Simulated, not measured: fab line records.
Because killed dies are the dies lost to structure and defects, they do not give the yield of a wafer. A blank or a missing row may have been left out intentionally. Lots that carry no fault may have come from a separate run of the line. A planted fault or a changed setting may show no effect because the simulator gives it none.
The tool behind it: which one? | flow berkeley_cmos170 | 7 lots, 21 wafers sampled, at 3 steps of a route of 331

WHAT THE GAUGES SHOWED, per wafer
UCB170_M3_CD_MEAS_90: target cd 700 nm.
lot  | measured     | on        | cd_nm (nm)
L242 | day 8 08:00  | cd_sem-01 | 703 703 701
L243 | day 8 12:38  | cd_sem-02 | 701 701 693
L244 | day 8 16:37  | cd_sem-01 | 699 693 701
L240 | day 9 03:07  | cd_sem-02 | 702 701 698
L249 | day 10 02:19 | cd_sem-02 | 700 702 697
L259 | day 11 12:20 | cd_sem-02 | 700 702 699
L257 | day 11 15:07 | cd_sem-02 | 699 698 700

TOOL THAT RAN EACH LOT (tool first, then ch and the chambers of the sampled wafers, then the start)
lot  | UCB170_CONTACT_ETCH_17             | UCB170_V1_CMP_02
L242 | rie_diel-02 ch 1,3, day 7 13:07    | cmp-02 ch 1,2, day 7 20:44
L243 | rie_diel-02 ch 0,1,2, day 7 17:30  | cmp-01 ch 0,1,3, day 8 01:37
L244 | rie_diel-02 ch 0,2, day 7 22:53    | cmp-02 ch 1,2,3, day 8 05:44
L240 | rie_diel-04 ch 0,1, day 8 06:58    | cmp-01 ch 1,2, day 8 14:32
L249 | rie_diel-02 ch 1,2, day 9 05:47    | cmp-01 ch 0,2,3, day 9 12:34
L259 | rie_diel-04 ch 0,1,2, day 10 18:01 | cmp-02 ch 0,2,3, day 11 01:46
L257 | rie_diel-04 ch 2,3, day 10 19:03   | cmp-02 ch 0,1,3, day 11 02:40
- UCB170_CONTACT_ETCH_17: etches BARC in N2/H2.
- UCB170_V1_CMP_02: polishes SiO2.

THE ANSWER, worked out from the rows above alone
Rule: what is usual is taken from the lots themselves. The widest of any qualifying gaps counts: lots, ordered by their means at a reading, are off when they make up no more than a third of the lots, leave a main group of 4 or more, and stand apart from it by 3 or more times the standard deviation of that group's means. Not used: any main group whose means are identical at the precision the tables above print for the reading. Also off: a lot with no number at a reading for which 4 or more lots have one. Where the step has rows for the other lots, those lots are counted as sound.
No lot is off on any of the readings shown, so nothing can be concluded from this.

WHAT THE SIMULATOR HAD INSERTED
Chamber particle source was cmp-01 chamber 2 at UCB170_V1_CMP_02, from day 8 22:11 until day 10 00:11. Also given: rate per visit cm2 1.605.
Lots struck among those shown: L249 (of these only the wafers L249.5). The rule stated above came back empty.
